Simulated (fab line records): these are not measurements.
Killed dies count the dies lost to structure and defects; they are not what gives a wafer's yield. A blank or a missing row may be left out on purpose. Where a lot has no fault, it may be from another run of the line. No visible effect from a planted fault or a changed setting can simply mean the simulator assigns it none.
Commonality check across tools / flow berkeley cmos170 / Sampled: 15 lots, 52 wafers

THE REASON FOR OPENING IT
At UCB170_PFIELD_TW_MEAS_09 the reading PFIELD_TW is flagged on 3 of 15 lots. No-fault wafers: 602.5, standard deviation 2.5.
Rule: flag the lot when none of its wafers has a number, or when each of its wafers that has one lies beyond 4 standard deviations from that mean. The rest of the lots are taken to be sound.

lot=L281; measured=day 4 22:17; on=film metro-03; PFIELD_TW, wafer by wafer=606.4 601.5 607.8; flag=
lot=L282; measured=day 4 22:34; on=film metro-03; PFIELD_TW, wafer by wafer=601.7 604.1 601.2; flag=
lot=L284; measured=day 4 22:57; on=film metro-01; PFIELD_TW, wafer by wafer=603.8 604.5 604.7; flag=
lot=L283; measured=day 4 23:14; on=film metro-03; PFIELD_TW, wafer by wafer=602.4 604.8 605.5; flag=
lot=L285; measured=day 5 05:41; on=film metro-01; PFIELD_TW, wafer by wafer=602.1 598.0 601.3; flag=
lot=L286; measured=day 5 12:57; on=film metro-03; PFIELD_TW, wafer by wafer=605.9 605.4 605.0; flag=
lot=L287; measured=day 5 15:44; on=film metro-01; PFIELD_TW, wafer by wafer=586.3 589.0 589.0 590.2; flag=FLAGGED
lot=L289; measured=day 6 00:41; on=film metro-03; PFIELD_TW, wafer by wafer=591.1 590.7 591.1 591.3 588.7 591.8; flag=FLAGGED
lot=L291; measured=day 6 16:59; on=film metro-03; PFIELD_TW, wafer by wafer=588.6 592.0 589.6 590.8 592.2 587.9; flag=FLAGGED
lot=L292; measured=day 6 23:56; on=film metro-02; PFIELD_TW, wafer by wafer=606.9 606.8 605.1; flag=
lot=L297; measured=day 7 13:32; on=film metro-03; PFIELD_TW, wafer by wafer=599.3 601.5 602.1; flag=
lot=L296; measured=day 7 13:47; on=film metro-02; PFIELD_TW, wafer by wafer=602.1 601.5 602.4; flag=
lot=L302; measured=day 8 10:49; on=film metro-02; PFIELD_TW, wafer by wafer=606.6 606.3 603.4; flag=
lot=L303; measured=day 8 20:26; on=film metro-03; PFIELD_TW, wafer by wafer=603.3 602.8 604.5; flag=
lot=L304; measured=day 9 06:37; on=film metro-02; PFIELD_TW, wafer by wafer=605.1 602.2 605.5; flag=
The numbers of the flagged lots are 590.0 on average: -12.5 against the usual, or -5 standard deviations.

EACH LOT AND THE TOOL IT RAN ON
The record keeps 1 process step preceding the reading, out of 331 steps on the route. Cell contents, in order: the tool; ch with the chambers the sampled wafers went through; the start.
lot=L281; flag=; UCB170_PFIELD_IMPLANT_07=implanter-03 ch 0, day 4 22:02
lot=L282; flag=; UCB170_PFIELD_IMPLANT_07=implanter-01 ch 0, day 4 22:19
lot=L284; flag=; UCB170_PFIELD_IMPLANT_07=implanter-03 ch 0, day 4 22:43
lot=L283; flag=; UCB170_PFIELD_IMPLANT_07=implanter-01 ch 0, day 4 23:02
lot=L285; flag=; UCB170_PFIELD_IMPLANT_07=implanter-01 ch 0, day 5 05:27
lot=L286; flag=; UCB170_PFIELD_IMPLANT_07=implanter-01 ch 0, day 5 12:41
lot=L287; flag=FLAGGED; UCB170_PFIELD_IMPLANT_07=implanter-01 ch 0, day 5 15:31
lot=L289; flag=FLAGGED; UCB170_PFIELD_IMPLANT_07=implanter-01 ch 0, day 6 00:28
lot=L291; flag=FLAGGED; UCB170_PFIELD_IMPLANT_07=implanter-01 ch 0, day 6 16:46
lot=L292; flag=; UCB170_PFIELD_IMPLANT_07=implanter-03 ch 0, day 6 23:41
lot=L297; flag=; UCB170_PFIELD_IMPLANT_07=implanter-03 ch 0, day 7 13:19
lot=L296; flag=; UCB170_PFIELD_IMPLANT_07=implanter-02 ch 0, day 7 13:32
lot=L302; flag=; UCB170_PFIELD_IMPLANT_07=implanter-02 ch 0, day 8 10:37
lot=L303; flag=; UCB170_PFIELD_IMPLANT_07=implanter-03 ch 0, day 8 20:13
lot=L304; flag=; UCB170_PFIELD_IMPLANT_07=implanter-02 ch 0, day 9 06:22
What these steps do:
- UCB170_PFIELD_IMPLANT_07
- UCB170_PFIELD_TW_MEAS_09

FLAGGED OVER TOTAL, TOOL BY TOOL (the gauges that took the reading come last)
step=UCB170_PFIELD_IMPLANT_07; tool=implanter-01; lots run=7; flagged=3; share of the flagged lots=all; sound lots run after its first flagged lot=0
step=UCB170_PFIELD_IMPLANT_07; tool=implanter-02; lots run=3; flagged=0; share of the flagged lots=none; sound lots run after its first flagged lot=-
step=UCB170_PFIELD_IMPLANT_07; tool=implanter-03; lots run=5; flagged=0; share of the flagged lots=none; sound lots run after its first flagged lot=-
step=UCB170_PFIELD_TW_MEAS_09; tool=film metro-01; lots run=3; flagged=1; share of the flagged lots=some; sound lots run after its first flagged lot=0
step=UCB170_PFIELD_TW_MEAS_09; tool=film metro-02; lots run=4; flagged=0; share of the flagged lots=none; sound lots run after its first flagged lot=-
step=UCB170_PFIELD_TW_MEAS_09; tool=film metro-03; lots run=8; flagged=2; share of the flagged lots=some; sound lots run after its first flagged lot=2 (L297,L303)

WHAT THE TABLE ALLOWS
In the table, 1 row covers all flagged lots: implanter-01 at UCB170_PFIELD_IMPLANT_07.
- implanter-01 at UCB170_PFIELD_IMPLANT_07 ran 7 lots, 3 of them flagged. Last sound lot L286 at day 5 12:41, first flagged lot L287 at day 5 15:31; a fault beginning in between fits. Its own readings (dose ions cm2) fall more than 4 standard deviations out on all wafers of the flagged lots.
What remains is a single tool, implanter-01 at UCB170_PFIELD_IMPLANT_07.

WHAT WAS PUT IN BY THE SIMULATOR
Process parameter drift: implanter-01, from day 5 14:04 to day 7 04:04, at UCB170_PFIELD_IMPLANT_07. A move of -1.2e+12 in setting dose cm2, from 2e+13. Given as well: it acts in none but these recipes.
Shown lots that were struck: L287, L289, L291. The rule given above showed the same thing.
